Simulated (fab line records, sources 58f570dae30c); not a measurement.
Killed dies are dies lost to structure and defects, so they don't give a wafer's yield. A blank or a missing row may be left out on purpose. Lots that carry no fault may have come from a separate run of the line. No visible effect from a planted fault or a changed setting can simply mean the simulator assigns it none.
What tool caused it? | flow berkeley-cmos170 | 42 wafers from 14 lots sampled at 5 of the route's 331 steps

## WHAT THE GAUGES READ, wafer by wafer
UCB170_M2_CD_MEAS_15 targets a cd of 700 nm.
lot  | measured     | on        | cd-nm (nm)
L839 | day 7 07:20  | cd-sem-01 | 700.7 700.8 700.2
L843 | day 8 07:08  | cd-sem-01 | 702.2 701.9 702.5
L846 | day 8 07:27  | cd-sem-01 | 699.6 698.3 698.5
L845 | day 8 07:41  | cd-sem-02 | 697.2 697.4 696.9
L844 | day 8 07:59  | cd-sem-02 | 699.4 698.0 699.1
L847 | day 9 02:34  | cd-sem-01 | 701.8 701.5 700.1
L848 | day 9 06:45  | cd-sem-01 | 701.2 702.9 702.2
L849 | day 9 19:22  | cd-sem-01 | 698.5 699.1 698.2
L850 | day 9 20:39  | cd-sem-02 | 698.4 698.8 698.3
L851 | day 10 05:13 | cd-sem-02 | 700.2 701.2 701.5
L852 | day 10 05:55 | cd-sem-02 | 702.4 702.2 700.1
L853 | day 10 17:16 | cd-sem-02 | 700.3 700.9 702.3
L855 | day 11 04:48 | cd-sem-02 | 701.0 700.4 698.7
L859 | day 11 14:14 | cd-sem-02 | 699.8 699.8 700.8

UCB170_M2_OVL_MEAS_16.
lot  | measured     | on         | M2_OVL (nm)
L839 | day 7 07:26  | overlay-02 | 3 19 2
L843 | day 8 07:15  | overlay-02 | -2 11 -2
L846 | day 8 07:32  | overlay-02 | -9 -4 0
L845 | day 8 07:48  | overlay-02 | -13 -8 -13
L844 | day 8 08:07  | overlay-01 | 8 -3 -7
L847 | day 9 02:41  | overlay-02 | 13 11 -8
L848 | day 9 06:50  | overlay-02 | -6 -5 1
L849 | day 9 19:28  | overlay-02 | -8 -4 2
L850 | day 9 20:46  | overlay-02 | 11 12 20
L851 | day 10 05:19 | overlay-01 | -1 -10 2
L852 | day 10 06:01 | overlay-02 | -2 -10 -5
L853 | day 10 17:23 | overlay-02 | 3 4 5
L855 | day 11 04:55 | overlay-02 | -5 -1 2
L859 | day 11 14:20 | overlay-02 | 7 7 7

UCB170_V2_THK_MEAS_04.
lot  | measured     | on            | V2_POLISHED_THK (nm)
L839 | day 7 08:37  | film-metro-04 | 1000.1 999.6 999.5
L843 | day 8 08:23  | film-metro-01 | 1000.5 999.3 999.0
L846 | day 8 08:40  | film-metro-02 | 999.3 999.9 999.4
L845 | day 8 08:55  | film-metro-01 | 999.2 999.8 1000.0
L844 | day 8 09:14  | film-metro-02 | 999.3 999.5 999.8
L847 | day 9 03:48  | film-metro-04 | 1000.5 1001.6 1000.2
L848 | day 9 07:58  | film-metro-02 | 998.8 999.1 1000.7
L849 | day 9 20:37  | film-metro-02 | 999.5 1001.1 998.2
L850 | day 9 22:01  | film-metro-02 | 1075.9 1075.2 1075.3
L851 | day 10 06:27 | film-metro-01 | 999.6 998.6 998.4
L852 | day 10 07:11 | film-metro-02 | 1076.0 1075.7 1074.4
L853 | day 10 18:31 | film-metro-02 | 999.7 999.2 1001.5
L855 | day 11 06:02 | film-metro-02 | 999.9 1000.5 999.2
L859 | day 11 15:28 | film-metro-04 | 998.3 1000.6 1000.2

## TOOL THAT RAN EACH LOT (tool first, then ch and the chambers of the sampled wafers, then the start)
lot  | UCB170_M2_METAL_ETCH_18           | UCB170_V2_CMP_02
L839 | rie-metal-02 ch 0,1, day 7 07:31  | cmp-02 ch 0,1,3, day 7 08:17
L843 | rie-metal-02 ch 0,1, day 8 07:20  | cmp-02 ch 0,1,3, day 8 08:01
L846 | rie-metal-03 ch 0,1, day 8 07:40  | cmp-01 ch 0,2,3, day 8 08:20
L845 | rie-metal-04 ch 0,1, day 8 07:53  | cmp-02 ch 1,2,3, day 8 08:30
L844 | rie-metal-02 ch 0,1, day 8 08:11  | cmp-01 ch 0,1,2, day 8 08:49
L847 | rie-metal-03 ch 0,1, day 9 02:45  | cmp-02 ch 1,2,3, day 9 03:26
L848 | rie-metal-04 ch 0,1, day 9 06:57  | cmp-01 ch 1,2,3, day 9 07:37
L849 | rie-metal-03 ch 0,1, day 9 19:32  | cmp-02 ch 0,1,3, day 9 20:17
L850 | rie-metal-02 ch 0,1, day 9 20:51  | cmp-02 ch 0,1,2, day 9 21:36
L851 | rie-metal-03 ch 0,1, day 10 05:24 | cmp-01 ch 1,2, day 10 06:04
L852 | rie-metal-02 ch 0,1, day 10 06:05 | cmp-02 ch 0,2,3, day 10 06:52
L853 | rie-metal-04 ch 0,1, day 10 17:28 | cmp-01 ch 1,2,3, day 10 18:05
L855 | rie-metal-04 ch 0,1, day 11 05:00 | cmp-01 ch 0,1, day 11 05:40
L859 | rie-metal-04 ch 0,1, day 11 14:25 | cmp-01 ch 1,2,3, day 11 15:08
- UCB170_M2_METAL_ETCH_18: etches Al in Cl2/BCl3, stops on SiO2, target depth 1170 nm, time 195 s.
- UCB170_V2_CMP_02: polishes SiO2.

## AS READ BY THE TOOLS THEMSELVES (means over the sampled wafers that have a number; for cases with no such wafer, the mark the record gives instead)
UCB170_M2_METAL_ETCH_18.
lot  | tool         | bias-w (W) | drypump-motor-current-A (A) | oes-product-au (a.u.) | throttle-valve-pct (%)
L839 | rie-metal-02 | 119.8      | 5.65                        | 0.856                 | 24.57
L843 | rie-metal-02 | 120.1      | 5.65                        | 0.855                 | 24.51
L846 | rie-metal-03 | 120.6      | 5.69                        | 0.869                 | 24.36
L845 | rie-metal-04 | 120.2      | 5.37                        | 0.835                 | 24.31
L844 | rie-metal-02 | 120.1      | 5.66                        | 0.854                 | 24.58
L847 | rie-metal-03 | 120.0      | 5.69                        | 0.849                 | 24.36
L848 | rie-metal-04 | 120.4      | 5.37                        | 0.831                 | 24.32
L849 | rie-metal-03 | 119.8      | 5.71                        | 0.849                 | 24.37
L850 | rie-metal-02 | 119.8      | 5.63                        | 0.857                 | 24.51
L851 | rie-metal-03 | 120.0      | 5.71                        | 0.858                 | 24.33
L852 | rie-metal-02 | 119.9      | 5.67                        | 0.859                 | 24.58
L853 | rie-metal-04 | 120.0      | 5.37                        | 0.834                 | 24.31
L855 | rie-metal-04 | 119.9      | 5.68                        | 0.840                 | 24.38
L859 | rie-metal-04 | 119.4      | 5.66                        | 0.842                 | 24.38

UCB170_V2_CMP_02.
lot  | tool   | edge-zone-pressure-frac | head-pressure-psi (psi) | motor-current-A (A)
L839 | cmp-02 | 0.996                   | 6.000                   | 13.9
L843 | cmp-02 | 1.002                   | 6.019                   | 14.5
L846 | cmp-01 | 1.000                   | 5.999                   | 14.4
L845 | cmp-02 | 1.006                   | 5.986                   | 15.1
L844 | cmp-01 | 0.999                   | 6.003                   | 16.1
L847 | cmp-02 | 1.001                   | 6.002                   | 15.4
L848 | cmp-01 | 1.002                   | 6.005                   | 15.8
L849 | cmp-02 | 1.006                   | 6.003                   | 14.1
L850 | cmp-02 | 0.997                   | 6.002                   | 14.5
L851 | cmp-01 | 1.001                   | 5.993                   | 16.0
L852 | cmp-02 | 1.001                   | 6.000                   | 14.5
L853 | cmp-01 | 0.995                   | 6.001                   | 16.1
L855 | cmp-01 | 1.004                   | 6.000                   | 16.5
L859 | cmp-01 | 0.996                   | 5.997                   | 15.1

## THE ANSWER, worked out from the rows above alone
Rule: the lots themselves supply what counts as usual. The widest of any qualifying gaps counts: lots, ordered by their means at a reading, are off when they make up no more than a third of the lots, leave a main group of 4 or more, and stand apart from it by 3 or more times the standard deviation of that group's means. A main group is skipped when, at the precision printed for the reading in the tables above, its means are all equal. Also off: a lot with no number at a reading for which 4 or more lots have one. All remaining lots with rows at the step are treated as sound. First the gauges in route order, then the tools' own readings, where a lot's mean is used as printed above. The first step at which some lot is off is used, and at that step the reading that is off furthest; a lot without a number counts as furthest.
Off: at UCB170_V2_THK_MEAS_04 (V2_POLISHED_THK), L850, L852. Mean 999.7 nm and standard deviation 0.42 in the main group.
A tool fits if, at a process step before that reading, it ran every lot that is off, and no sound lot after the first of them. Gauges at UCB170_V2_THK_MEAS_04: tried the same way as those tools. This does not decide it: 2 tools fit, namely rie-metal-02 at UCB170_M2_METAL_ETCH_18 and cmp-02 at UCB170_V2_CMP_02.

## WHAT WAS PUT IN BY THE SIMULATOR
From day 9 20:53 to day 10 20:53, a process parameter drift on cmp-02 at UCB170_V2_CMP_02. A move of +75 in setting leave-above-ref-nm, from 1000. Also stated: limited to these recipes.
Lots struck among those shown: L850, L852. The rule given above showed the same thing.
